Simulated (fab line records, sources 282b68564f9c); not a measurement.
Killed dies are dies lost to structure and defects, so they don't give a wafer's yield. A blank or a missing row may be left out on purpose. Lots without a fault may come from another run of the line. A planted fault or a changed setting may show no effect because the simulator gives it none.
Tool commonality check | flow rit_cmos | 13 lots, 39 wafers sampled

WHY IT WAS OPENED
At RIT_PLDD_TW_MEAS_10 the reading PLDD_TW is flagged on 1 of 13 lots. Wafers without a fault read 2346, standard deviation 12.
Rule: a lot is flagged when every wafer of it that has a number lies more than 4 standard deviations from that mean, or none has a number. The other lots count as sound.

lot  | measured    | on            | PLDD_TW, wafer by wafer | flag
L797 | day 3 02:08 | film_metro-04 | 2338 2337 2345          |
L798 | day 3 10:52 | film_metro-02 | 2337 2348 2333          |
L799 | day 3 12:39 | film_metro-01 | 2322 2325 2330          |
L800 | day 3 18:18 | film_metro-02 | 2345 2357 2351          |
L801 | day 3 22:28 | film_metro-01 | 2332 2334 2323          |
L802 | day 4 02:46 | film_metro-02 | 2347 2343 2348          |
L803 | day 4 06:52 | film_metro-02 | 2345 2348 2331          |
L804 | day 4 14:50 | film_metro-04 | 2338 2346 2353          |
L805 | day 4 22:17 | film_metro-02 | 2346 2346 2340          |
L807 | day 5 03:39 | film_metro-02 | 2362 2364 2358          |
L808 | day 5 12:11 | film_metro-01 | 2334 2359 2355          |
L809 | day 5 15:00 | film_metro-02 | 30 30 30                | FLAGGED
L819 | day 7 20:32 | film_metro-02 | 2354 2360 2351          |
The numbers of the flagged lots are 30 on average: -2316 against the usual, or -99 or more standard deviations.

WHICH TOOL RAN EACH LOT
The record holds 1 process step before the reading, out of a route of 202 steps. In each cell: the tool, then ch and the chambers that the sampled wafers went through, then the start.
lot  | flag    | RIT_NLDD_STRIP_09
L797 |         | plasma_asher-04 ch 0,1, day 3 00:25
L798 |         | plasma_asher-03 ch 0,1, day 3 09:02
L799 |         | plasma_asher-02 ch 0,1, day 3 11:03
L800 |         | plasma_asher-03 ch 0, day 3 16:42
L801 |         | plasma_asher-02 ch 0,1, day 3 20:50
L802 |         | plasma_asher-04 ch 0,1, day 4 01:10
L803 |         | plasma_asher-04 ch 0, day 4 05:16
L804 |         | plasma_asher-03 ch 0,1, day 4 13:11
L805 |         | plasma_asher-02 ch 0,1, day 4 20:41
L807 |         | plasma_asher-04 ch 1, day 5 02:02
L808 |         | plasma_asher-04 ch 0,1, day 5 10:35
L809 | FLAGGED | plasma_asher-04 ch 0,1, day 5 13:19
L819 |         | plasma_asher-02 ch 0,1, day 7 18:55
What these steps do:
- RIT_NLDD_STRIP_09: strips in O2, time 180 s.
- RIT_PLDD_TW_MEAS_10

FLAGGED OVER TOTAL, TOOL BY TOOL (the gauges that took the reading come last)
step                | tool            | lots run | flagged | share of the flagged lots | sound lots run after its first flagged lot
RIT_NLDD_STRIP_09   | plasma_asher-02 | 4        | 0       | none                      | -
RIT_NLDD_STRIP_09   | plasma_asher-03 | 3        | 0       | none                      | -
RIT_NLDD_STRIP_09   | plasma_asher-04 | 6        | 1       | all                       | 0
RIT_PLDD_TW_MEAS_10 | film_metro-01   | 3        | 0       | none                      | -
RIT_PLDD_TW_MEAS_10 | film_metro-02   | 8        | 1       | all                       | 1 (L819)
RIT_PLDD_TW_MEAS_10 | film_metro-04   | 2        | 0       | none                      | -

WHAT THE TABLE ALLOWS
2 rows of the table ran every flagged lot: plasma_asher-04 at RIT_NLDD_STRIP_09, film_metro-02 at RIT_PLDD_TW_MEAS_10.
- plasma_asher-04 at RIT_NLDD_STRIP_09: 1 of its 6 lots flagged. Its last sound lot is L808 (day 5 10:35), its first flagged lot L809 (day 5 13:19): a fault that began between those two fits. Its own readings lie more than 4 standard deviations out on every wafer of the flagged lots: run_length_s.
- film_metro-02 at RIT_PLDD_TW_MEAS_10: 1 of its 8 lots flagged. Sound lots ran on it after the first flagged one (L819), which a lasting fault on the whole tool wouldn't allow.
One tool is left: plasma_asher-04 at RIT_NLDD_STRIP_09.

WHAT THE SIMULATOR HAD PUT IN
Strip aborted: plasma_asher-04, from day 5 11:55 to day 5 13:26, at RIT_NLDD_STRIP_09. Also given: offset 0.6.
Lots struck among those shown: L809. The rule above found the same.
